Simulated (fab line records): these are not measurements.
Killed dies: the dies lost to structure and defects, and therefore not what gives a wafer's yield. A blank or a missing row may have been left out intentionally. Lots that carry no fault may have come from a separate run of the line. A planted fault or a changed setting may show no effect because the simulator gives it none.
The same fault as seen by 2 desks | flow berkeleyCmos170 | every desk sees just its own numbers, and what lay behind them comes last

== DESK OF THE TOOL OWNER: wetBench-02 ==
The tool's own readings at UCB170_SCREENOX_WET_ETCH_00 (etches SiO2 in dHF, time 200 s): means of the sampled wafers that have a number, for each lot that ran on this tool. A lot is out of limits, marked OUT, if its mean lies more than 4 standard deviations from the usual mean; the brackets give that distance.
Columns: A = runLengthS at UCB170_SCREENOX_WET_ETCH_00, usual 228 s
lot  | first seen here | A
L600 | day 6 02:49     | 227
L601 | day 6 02:49     | 226
L602 | day 6 02:49     | 226
L604 | day 6 12:16     | 226
L605 | day 6 20:59     | 396 (+49) OUT
L609 | day 7 16:39     | 405 (+52) OUT
L610 | day 7 16:49     | 403 (+51) OUT
This desk finds L605, L609, L610 out of limits, L605 being first, at day 6 20:59 (runLengthS at UCB170_SCREENOX_WET_ETCH_00). In limits: L600, L601, L602, L604.

== FROM THE METROLOGY DESK ==
What the gauges read, lot by lot, whatever tool the lot ran on: means of the sampled wafers that have a number. A lot is out of limits, marked OUT, if its mean lies more than 4 standard deviations from the usual mean; the brackets give that distance.
Columns: A = PFIELD_TW at UCB170_PFIELD_TW_MEAS_09, usual 595; B = PVT_OVL at UCB170_PVT_OVL_MEAS_06, usual -2 nm; C = FIELD_OXIDE_LEFT_2_THK at UCB170_FIELD_THK_MEAS_91, usual 353 nm
lot  | first seen here | A   | B   | C
L597 | day 4 05:40     | 599 | 3   | 368
L598 | day 4 09:49     | 597 | -3  | 348
L599 | day 4 17:13     | 599 | -14 | 343
L600 | day 5 00:45     | 592 | 2   | 354
L601 | day 5 05:14     | 595 | -4  | 348
L602 | day 5 05:25     | 592 | -8  | 345
L604 | day 5 20:15     | 595 | -12 | 355
L605 | day 6 04:58     | 593 | -1  | 311 (-5.0) OUT
L610 | day 7 00:10     | 594 | -6  | 317 (-4.2) OUT
L609 | day 7 00:19     | 603 | -2  | 330
L616 | day 8 04:12     | 593 | -6  | 353
L617 | day 8 17:56     | 594 | -3  | 354
This desk reports L605, L610 out of limits; the earliest was L605 at day 7 06:38 (FIELD_OXIDE_LEFT_2_THK at UCB170_FIELD_THK_MEAS_91). In limits: L597, L598, L599, L600, L601, L602, L604, L609, L616, L617.

== TAKEN TOGETHER ==
The tool owner's desk had the chance to raise an alarm at day 6 20:59 on L605, L609, L610.
At day 7 06:38 the metrology desk could have sounded an alarm, on L605, L610.
The metrology desk has L609 on record, within its limits.
Of the lots named, all ran UCB170_SCREENOX_WET_ETCH_00 on wetBench-02.

== WHAT THE SIMULATOR HAD INSERTED ==
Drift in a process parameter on wetBench-02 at UCB170_SCREENOX_WET_ETCH_00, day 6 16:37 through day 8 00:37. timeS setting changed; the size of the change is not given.
Shown lots that were struck: L605, L609, L610.
Counting hours from when the fault started, the first reading out of limits came at 4 for the tool owner's desk and at 14 for the metrology desk.
